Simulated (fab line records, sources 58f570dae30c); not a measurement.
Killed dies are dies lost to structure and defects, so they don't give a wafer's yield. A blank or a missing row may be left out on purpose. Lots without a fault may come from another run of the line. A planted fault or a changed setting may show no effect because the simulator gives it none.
fab line records | flow berkeley_cmos170
record lots=5 wafers=23
route steps=331 shown V2@299 M3@310
start_h: hours from the record's first day to the start of the lot's first wafer shown | wait_h: hours since the lot's step before | " the same as in the row above | L1.1+2: a row that stands for several wafers | - no value, or no start given | * or withheld: withheld | < > ~ a bound
route shown NAME@n: a module of which the file shows steps, and the number in the route of the first | usual: mean/standard deviation of fault-free wafers | same: alike in all rows | chamber/n: place in a boat | sites: the reading at each site | _std_site: their standard deviation | _edge_site: outer sites' mean less inner sites' | radius_mm: how far each site lies from the wafer's centre | mask NAME#n: copy n | behind: the tool/chamber that last shaped the wafer | hold: why the lot was held/for how many hours/how that ended | device: the transistor (n, p or np) that didn't switch | end of line: the same wafers' tests at the end of the route | a step without rows: its recipe alone | killed: dies lost to structure and defects at the first sort, not the wafer's yield | map: a wafer's dies, x killed, . not, _ none there
set.NAME: the setting as run; set.NAME@STEP: as run at that earlier step | model.NAME: the simulator's own value behind a step, which no gauge read
lots whose settings were changed on purpose; a table a step, a row a wafer
## steps
# step UCB170_V2_COAT_07
# recipe resist=KrF spin_rpm=1500 resist_thk_nm=900
# columns lot.wafer tool chamber start_h wait_h set.resist_thk_nm model.KrF_of_V2_COAT_07.thk_nm
L078.1 litho_track-01 0 209.16 0.1 946.7 948.5
L078.2 " 0 " " 900 900.7
L078.3 " 0 " " 900 900.5
L078.4 " 0 " " 946.7 944.9
L078.5 " 0 " " 946.7 948.3
L083.1 litho_track-03 0 219.92 0.1 900 903.9
L083.2 " 0 " " 900 899.8
L083.4 " 0 " " 857.1 856.5
L083.5 " 0 " " 900 900.1
L083.6 " 0 " " 857.1 856.7
L082.1 litho_track-01 0 220.20 0.1 900 902.2
L082.2 " 0 " " 900 901.5
L082.3 " 0 " " 848.4 847.5
L082.4+5 " 0 " " 848.4 848.6
L085.1 litho_track-02 0 233.14 0.1 900 905.9
L085.2 " 0 " " 919 921.9
L085.3 " 0 " " 919 925.1
L085.4 " 0 " " 900 903.4
L085.6 " 0 " " 900 904.8
L084.1 litho_track-01 0 234.36 0.1 900 900.8
L084.5 " 0 " " 900 899.3
L084.6 " 0 " " 900 900.5
# step UCB170_V2_SOFTBAKE_08
# recipe resist=KrF temp_c=130 time_s=60
# step UCB170_V2_EXPOSE_09
# recipe mask_id=VIA2 target_cd_nm=700 na=0.5 sigma_outer=0.6 source_shape=conventional dose_mj=37
# step UCB170_V2_ETCH_14
# recipe chemistry=CHF3/CF4/Ar target=SiO2 stop_on=Al CHF3_flow_sccm=45 cf4_flow_sccm=15 Ar_flow_sccm=150 pressure_mtorr=200 rf_w=714.3 target_depth_a=12500 over_etch_frac=0.25 time_s=291
# columns lot.wafer tool chamber start_h wait_h set.resist_thk_nm@V2_COAT_07 model.KrF_of_V2_COAT_07.thk_nm
L078.1 rie_diel-04 2 210.54 0.0 946.7 657.7
L078.2 " 0 " " 900 612.2
L078.3 " 3 " " 900 608.5
L078.4 " 1 " " 946.7 656.1
L078.5 " 3 " " 946.7 654.8
L083.1 rie_diel-04 3 220.77 0.0 900 609.5
L083.2 " 2 " " 900 609.8
L083.4 " 1 " " 857.1 565.2
L083.5 " 2 " " 900 609.3
L083.6 " 1 " " 857.1 567.3
L082.1 rie_diel-01 3 221.17 0.0 900 609.2
L082.2 " 0 " " 900 607.6
L082.3 " 1 " " 848.4 562.5
L082.4 " 3 " " 848.4 556.6
L082.5 " 1 " " 848.4 563.5
L085.1 rie_diel-01 0 233.99 0.0 900 612.3
L085.2 " 2 " " 919 628.2
L085.3 " 3 " " 919 633.5
L085.4 " 1 " " 900 616.8
L085.6 " 0 " " 900 613
L084.1 rie_diel-04 0 235.33 0.0 900 612.6
L084.5 " 2 " " 900 611.1
L084.6 " 3 " " 900 609.4
# step UCB170_V2_STRIP_15
# recipe chemistry=O2 power_w=400 pressure_mtorr=3500 platen_temp_c=withheld o2_flow_sccm=400 overash_fraction=0.5
# usual strip_time_to_endpoint_s=15.32/0.096
# columns lot.wafer tool chamber start_h wait_h set.resist_thk_nm@V2_COAT_07 strip_time_to_endpoint_s
L078.1 plasma_asher-01 1 210.72 0.1 946.7 16.37
L078.2 " 0 " " 900 15.36
L078.3 " 0 " " 900 15.27
L078.4 " 1 " " 946.7 16.34
L078.5 " 1 " " 946.7 16.31
L083.1 plasma_asher-02 1 220.95 0.1 900 15.29
L083.2 " 0 " " 900 15.31
L083.4 " 1 " " 857.1 14.25
L083.5 " 0 " " 900 15.31
L083.6 " 1 " " 857.1 14.30
L082.1 plasma_asher-02 1 221.35 0.1 900 15.29
L082.2 " 0 " " 900 15.26
L082.3 " 1 " " 848.4 14.17
L082.4 " 0 " " 848.4 14.05
L082.5 " 0 " " 848.4 14.20
L085.1 plasma_asher-02 1 234.17 0.1 900 15.36
L085.2 " 0 " " 919 15.74
L085.3 " 1 " " 919 15.86
L085.4 " 0 " " 900 15.46
L085.6 " 1 " " 900 15.38
L084.1 plasma_asher-01 1 235.51 0.1 900 15.38
L084.5 " 0 " " 900 15.33
L084.6 " 1 " " 900 15.29
# step UCB170_M3_SPUTTER_01
# recipe material=Al target_thk_nm=900 time_s=120 power_w=6000 chamber_pressure_pa=0.5
# columns lot.wafer tool chamber start_h wait_h set.power_w model.Al_of_M3_SPUTTER_01.thk_nm
L078.1 pvd_sputter-01 - 211.01 0.0 5675 845.1
L078.2 " - " " 6000 900.8
L078.3 " - " " 6000 881.9
L078.4 " - " " 5675 844
L078.5 " - " " 6000 893.4
L083.1 pvd_sputter-03 - 221.23 0.0 6000 914.7
L083.2 " - " " 5553 838.8
L083.4 " - " " 5553 832.2
L083.5 " - " " 6000 907.5
L083.6 " - " " 5553 843.4
L082.1 pvd_sputter-01 - 221.63 0.0 6000 895.9
L082.2 " - " " 6000 896
L082.3 " - " " 6000 897.2
L082.4 " - " " 6000 886.6
L082.5 " - " " 6000 879.7
L085.1 pvd_sputter-03 - 234.45 0.0 6000 906.4
L085.2 " - " " 6000 900.5
L085.3 " - " " 6000 888.8
L085.4 " - " " 6000 896.3
L085.6 " - " " 6000 898.7
L084.1 pvd_sputter-01 - 235.79 0.0 6000 892.2
L084.5 " - " " 6000 883.6
L084.6 " - " " 6000 896.1
# step UCB170_M3_RS_MEAS_02
# recipe thk_meas_gauge=four-point-probe reads=Al_of_M3_SPUTTER_01
# usual M3_AL_RS=0.0323/0.00042
# columns lot.wafer tool chamber start_h wait_h set.power_w@M3_SPUTTER_01 M3_AL_RS[ohm/sq]
L078.1 film_metro-03 - 211.09 0.0 5675 0.0343
L078.2 " - " " 6000 0.0321
L078.3 " - " " 6000 0.0328
L078.4 " - " " 5675 0.0344
L078.5 " - " " 6000 0.0324
L083.1 film_metro-04 - 221.32 0.0 6000 0.0317
L083.2 " - " " 5553 0.0346
L083.4 " - " " 5553 0.0350
L083.5 " - " " 6000 0.0319
L083.6 " - " " 5553 0.0345
L082.1 film_metro-02 - 221.72 0.0 6000 0.0322
L082.2 " - " " 6000 0.0322
L082.3 " - " " 6000 0.0322
L082.4 " - " " 6000 0.0326
L082.5 " - " " 6000 0.0329
L085.1 film_metro-04 - 234.54 0.0 6000 0.0320
L085.2 " - " " 6000 0.0322
L085.3 " - " " 6000 0.0326
L085.4 " - " " 6000 0.0324
L085.6 " - " " 6000 0.0323
L084.1 film_metro-04 - 235.88 0.0 6000 0.0325
L084.5 " - " " 6000 0.0328
L084.6 " - " " 6000 0.0323
# step UCB170_M3_THK_MEAS_03
# recipe thk_meas_gauge=xrf reads=Al_of_M3_SPUTTER_01
# usual M3_AL_THK=889/13
# columns lot.wafer tool chamber start_h wait_h set.power_w@M3_SPUTTER_01 M3_AL_THK[nm]
L078.1 film_metro-03 - 211.21 0.1 5675 833
L078.2 " - " " 6000 888
L078.3 " - " " 6000 866
L078.4 " - " " 5675 829
L078.5 " - " " 6000 878
L083.1 film_metro-04 - 221.44 0.1 6000 908
L083.2 " - " " 5553 836
L083.4 " - " " 5553 825
L083.5 " - " " 6000 899
L083.6 " - " " 5553 838
L082.1 film_metro-02 - 221.84 0.1 6000 889
L082.2 " - " " 6000 886
L082.3 " - " " 6000 888
L082.4 " - " " 6000 882
L082.5 " - " " 6000 873
L085.1 film_metro-04 - 234.66 0.1 6000 893
L085.2 " - " " 6000 888
L085.3 " - " " 6000 881
L085.4 " - " " 6000 888
L085.6 " - " " 6000 892
L084.1 film_metro-04 - 236.00 0.1 6000 880
L084.5 " - " " 6000 870
L084.6 " - " " 6000 890
# step UCB170_M3_EXPOSE_12
# recipe mask_id=METAL3 target_cd_nm=700 na=0.5 sigma_outer=0.6 source_shape=conventional dose_mj=26
# columns lot.wafer tool chamber start_h wait_h mask set.dose_mj
L078.1+2+5 krf_scanner-02 0 213.93 - METAL3#0 26
L078.3+4 " 0 " " METAL3#0 25.07
L083.1+2+4+5+6 krf_scanner-02 0 222.84 - METAL3#0 26
L082.1+3+5 krf_scanner-01 0 223.20 - METAL3#0 26
L082.2+4 " 0 " " METAL3#0 27.63
L085.1+3 krf_scanner-01 0 236.02 - METAL3#0 26
L085.2+4+6 " 0 " " METAL3#0 24.28
L084.1+5+6 krf_scanner-02 0 237.47 - METAL3#0 26
# step UCB170_M3_PEB_13
# recipe peb_temp_c=130 peb_time_s=withheld resist=KrF
# step UCB170_M3_DEVELOP_14
# recipe developer=TMAH develop_time_s=45 resist=KrF dev_temp_c=21
# step UCB170_M3_CD_MEAS_15
# recipe target_cd_nm=700
# usual cd_nm=699.9/1.5
# columns lot.wafer tool chamber start_h wait_h set.dose_mj@M3_EXPOSE_12 cd_nm
L078.1 cd_sem-01 - 214.81 - 26 701.7
L078.2 " - " " 26 701.2
L078.3 " - " " 25.07 708.7
L078.4 " - " " 25.07 707.2
L078.5 " - " " 26 701.1
L083.1 cd_sem-02 - 223.35 - 26 700.7
L083.2 " - " " 26 700.6
L083.4 " - " " 26 700.5
L083.5 " - " " 26 699.8
L083.6 " - " " 26 699.1
L082.1 cd_sem-01 - 223.62 - 26 701.8
L082.2 " - " " 27.63 691.7
L082.3 " - " " 26 701.8
L082.4 " - " " 27.63 692.4
L082.5 " - " " 26 702.5
L085.1 cd_sem-01 - 236.42 - 26 699.7
L085.2 " - " " 24.28 713.1
L085.3 " - " " 26 700.0
L085.4 " - " " 24.28 712.0
L085.6 " - " " 24.28 712.6
L084.1 cd_sem-01 - 237.86 - 26 697.5
L084.5 " - " " 26 698.1
L084.6 " - " " 26 698.8
# step UCB170_M3_ETCH_17
# recipe chemistry=N2/H2 target_depth_a=withheld overetch_a=withheld target=BARC time_s=withheld source_w=500 bias_w=100 pressure_mtorr=30 n2_flow_sccm=100 h2_flow_sccm=200
# columns lot.wafer tool chamber start_h wait_h set.dose_mj@M3_EXPOSE_12 model.M3.cd_nm
L078.1 rie_diel-01 3 214.97 0.0 26 701.7
L078.2 " 1 " " 26 700.8
L078.3 " 0 " " 25.07 708.5
L078.4 " 0 " " 25.07 707
L078.5 " 1 " " 26 701.3
L083.1 rie_diel-02 3 223.50 0.0 26 700.7
L083.2 " 1 " " 26 700.1
L083.4 " 1 " " 26 699.5
L083.5 " 0 " " 26 700.4
L083.6 " 3 " " 26 699.4
L082.1 rie_diel-03 1 223.78 0.0 26 701.3
L082.2 " 3 " " 27.63 690.9
L082.3 " 2 " " 26 701.7
L082.4 " 3 " " 27.63 691.3
L082.5 " 1 " " 26 701.5
L085.1 rie_diel-03 1 236.58 0.0 26 699.4
L085.2 " 2 " " 24.28 713.5
L085.3 " 3 " " 26 699.7
L085.4 " 0 " " 24.28 711.1
L085.6 " 2 " " 24.28 713.2
L084.1 rie_diel-02 2 238.02 0.0 26 697.9
L084.5 " 2 " " 26 697.8
L084.6 " 3 " " 26 698.9
# step UCB170_M3_METAL_ETCH_18
# recipe chemistry=Cl2/BCl3 target=Al stop_on=SiO2 pressure_mtorr=12 target_depth_a=11700 over_etch_frac=0.2919 time_s=195 icp_w=600 bias_w=120 Cl2_flow_sccm=90 bcl3_flow_sccm=45
# usual oes_product_au=0.855/0.013
# columns lot.wafer tool chamber start_h wait_h set.power_w@M3_SPUTTER_01 set.dose_mj@M3_EXPOSE_12 oes_product_au model.M3.cd_nm
L078.1 rie_metal-01 1 215.01 - 5675 26 0.836 707.2
L078.2 " 0 " " 6000 26 0.855 705.8
L078.3 " 1 " " 6000 25.07 0.854 713.4
L078.4 " 0 " " 5675 25.07 0.837 710.7
L078.5 " 0 " " 6000 26 0.863 706.3
L083.1 rie_metal-02 1 223.54 - 6000 26 0.880 705.5
L083.2 " 0 " " 5553 26 0.825 700.7
L083.4 " 1 " " 5553 26 0.838 702.2
L083.5 " 1 " " 6000 26 0.870 706.1
L083.6 " 0 " " 5553 26 0.821 700.4
L082.1 rie_metal-01 1 223.82 - 6000 26 0.862 706
L082.2 " 0 " " 6000 27.63 0.853 696.5
L082.3 " 0 " " 6000 26 0.865 707
L082.4 " 1 " " 6000 27.63 0.855 696.3
L082.5 " 0 " " 6000 26 0.848 705.9
L085.1 rie_metal-01 1 236.62 - 6000 26 0.868 706.5
L085.2 " 0 " " 6000 24.28 0.858 716.7
L085.3 " 1 " " 6000 26 0.848 704.6
L085.4 " 0 " " 6000 24.28 0.863 713.7
L085.6 " 1 " " 6000 24.28 0.861 720.4
L084.1 rie_metal-02 0 238.06 - 6000 26 0.864 699.9
L084.5 " 0 " " 6000 26 0.848 700
L084.6 " 1 " " 6000 26 0.868 700.9
# step UCB170_M3_STRIP_19
# recipe chemistry=O2 power_w=400 pressure_mtorr=3500 platen_temp_c=withheld o2_flow_sccm=400 overash_fraction=0.5
# step UCB170_M3_CD_MEAS_90
# recipe target_cd_nm=700
# usual cd_nm=703/3.2
# columns lot.wafer tool chamber start_h wait_h set.dose_mj@M3_EXPOSE_12 cd_nm
L078.1 cd_sem-01 - 215.30 0.1 26 707
L078.2 " - " " 26 706
L078.3 " - " " 25.07 714
L078.4 " - " " 25.07 711
L078.5 " - " " 26 706
L083.1 cd_sem-02 - 223.83 0.1 26 706
L083.2 " - " " 26 701
L083.4 " - " " 26 702
L083.5 " - " " 26 706
L083.6 " - " " 26 700
L082.1 cd_sem-01 - 224.11 0.1 26 706
L082.2 " - " " 27.63 696
L082.3 " - " " 26 707
L082.4 " - " " 27.63 697
L082.5 " - " " 26 706
L085.1 cd_sem-02 - 236.91 0.1 26 707
L085.2 " - " " 24.28 717
L085.3 " - " " 26 705
L085.4 " - " " 24.28 713
L085.6 " - " " 24.28 720
L084.1 cd_sem-01 - 238.35 0.1 26 700
L084.5 " - " " 26 700
L084.6 " - " " 26 701
## key
split step=UCB170_V2_COAT_07 setting=resist_thk_nm stated=900 by=wafer
response step=UCB170_V2_COAT_07 reading=model.KrF_of_V2_COAT_07.thk_nm change=+9.22 per=1% r=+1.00
response step=UCB170_V2_ETCH_14 reading=model.KrF_of_V2_COAT_07.thk_nm change=+8.65 per=1% r=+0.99
response step=UCB170_V2_STRIP_15 reading=strip_time_to_endpoint_s change=* per=1% r=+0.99
split step=UCB170_M3_SPUTTER_01 setting=power_w stated=6000 by=wafer
response step=UCB170_M3_SPUTTER_01 reading=model.Al_of_M3_SPUTTER_01.thk_nm change=+9.44 per=1% r=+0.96
response step=UCB170_M3_RS_MEAS_02 reading=M3_AL_RS change=-0.00037 per=1% r=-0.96
response step=UCB170_M3_THK_MEAS_03 reading=M3_AL_THK change=+9.1 per=1% r=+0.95
response step=UCB170_M3_METAL_ETCH_18 reading=oes_product_au change=+0.00541 per=1% r=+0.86
split step=UCB170_M3_EXPOSE_12 setting=dose_mj stated=26 by=wafer
response step=UCB170_M3_CD_MEAS_15 reading=cd_nm change=-1.78 per=1% r=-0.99
response step=UCB170_M3_ETCH_17 reading=model.M3.cd_nm change=-1.82 per=1% r=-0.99
response step=UCB170_M3_METAL_ETCH_18 reading=model.M3.cd_nm change=-1.64 per=1% r=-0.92
response step=UCB170_M3_CD_MEAS_90 reading=cd_nm change=-1.63 per=1% r=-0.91
